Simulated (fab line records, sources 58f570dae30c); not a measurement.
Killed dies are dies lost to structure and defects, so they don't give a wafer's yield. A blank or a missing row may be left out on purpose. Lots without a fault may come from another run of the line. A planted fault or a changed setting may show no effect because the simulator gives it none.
Split-lot experiment | flow berkeley_cmos170 | 5 lots, 23 wafers read, on a route of 331 steps

THE SPLIT
At UCB170_V1_CVD_00 (deposits SiO2 from TEOS/O2, target thk 2000 nm, time 250 s), the setting time_s was moved away from the recipe's 250 s on 9 of the 23 wafers read, by -10.3% to +14.7%. The other wafers ran this setting at the recipe's value.

The file shows no step between the split and the reading.

THE READING
V1_TEOS_THK, in nm, at UCB170_V1_THK_MEAS_01. Fault-free wafers of this fab line usually give 2007 nm, standard deviation 26 nm.

wafer  | tool, chamber at the split | time_s as run, s | against the recipe | V1_TEOS_THK, nm | against lot-mates on the recipe
L076.1 | pecvd-01, 0,2              | 250              | recipe             | 1969            | -
L076.2 | pecvd-01, 1                | 250              | recipe             | 1997            | -
L076.3 | pecvd-01, 2                | 224.3            | -10.3%             | 1794            | -197
L076.4 | pecvd-01, 1                | 224.3            | -10.3%             | 1826            | -165
L076.6 | pecvd-01, 0,2              | 250              | recipe             | 2007            | -
L079.2 | pecvd-01, 0                | 286.8            | +14.7%             | 2324            | +288
L079.3 | pecvd-01, 2                | 250              | recipe             | 2035            | -
L079.4 | pecvd-01, 2                | 286.8            | +14.7%             | 2365            | +328
L079.5 | pecvd-01, 0                | 250              | recipe             | 2038            | -
L079.6 | pecvd-01, 1                | 286.8            | +14.7%             | 2353            | +316
L082.2 | pecvd-03, 2,1              | 250              | recipe             | 2002            | -
L082.3 | pecvd-03, 2,1              | 250              | recipe             | 2004            | -
L082.4 | pecvd-03, 2                | 250              | recipe             | 2039            | -
L082.5 | pecvd-03, 0                | 272.4            | +9.0%              | 2200            | +185
L082.6 | pecvd-03, 1                | 272.4            | +9.0%              | 2221            | +206
L080.2 | pecvd-03, 2                | 250              | recipe             | 1956            | -
L080.3 | pecvd-03, 1                | 250              | recipe             | 1977            | -
L080.4 | pecvd-03, 0                | 250              | recipe             | 1988            | -
L085.1 | pecvd-02, 2                | 250              | recipe             | 2011            | -
L085.2 | pecvd-02, 0                | 250              | recipe             | 1974            | -
L085.4 | pecvd-02, 2                | 281.1            | +12.4%             | 2254            | +249
L085.5 | pecvd-02, 0                | 250              | recipe             | 2029            | -
L085.6 | pecvd-02, 1                | 281.1            | +12.4%             | 2272            | +267
Where a row lists several chambers, the file gives one row for several wafers and doesn't say which wafer went through which chamber.

THE FIT
A straight line over all 23 wafers: V1_TEOS_THK changes by +21.8 nm for each +1% of time_s; r = +0.99; the points scatter about the line by 27 nm.
The same after taking each lot's own level away (the mean of its wafers on the recipe; 23 wafers): +20.3 nm for each +1%; r = +0.99; scatter 19 nm.
On that fit, the largest move of time_s shifts the reading by 3e+02 nm.
The lots' own levels span 1973.7 to 2036.5 nm, that is 2.4 times the standard deviation above.
So the lot-to-lot level changes the slope little: the two slopes agree.
Check: with one of the wafers moved furthest among these (+14.7%) left out of the fit, the line predicts +308 nm for it against its lot-mates. It came out at +288 nm against them.

OTHER SPLITS ON THESE WAFERS
These wafers also went through other splits before the reading. Each is held against what the fit with the lots' levels taken away leaves over:
other split on the same wafers   | wafers away from the commonest value | r with V1_TEOS_THK (lot level and that fit taken away)
UCB170_CONTACT_PEB_13 peb_temp_c | 6                                    | +0.13
UCB170_M1_COAT_04 resist_thk_nm  | 9                                    | +0.13

THE WHOLE CHAIN: every reading that the file lists as answering this split, in the file's order
step                  | what it does                                               | reading                                                                   | change (the file's fit)              | r (the file's)
UCB170_V1_CVD_00      | deposits SiO2 from TEOS/O2, target thk 2000 nm, time 250 s | SiO2_of_V1_CVD_00.thk_nm (the simulator's own value, which no gauge read) | +20.6 nm for each +1% of the setting | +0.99
UCB170_V1_THK_MEAS_01 |                                                            | V1_TEOS_THK                                                               | +20.4 for each +1% of the setting    | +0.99

THE FILE'S OWN FIT
V1_TEOS_THK changes by +20.4 nm for each +1% of time_s, r = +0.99.
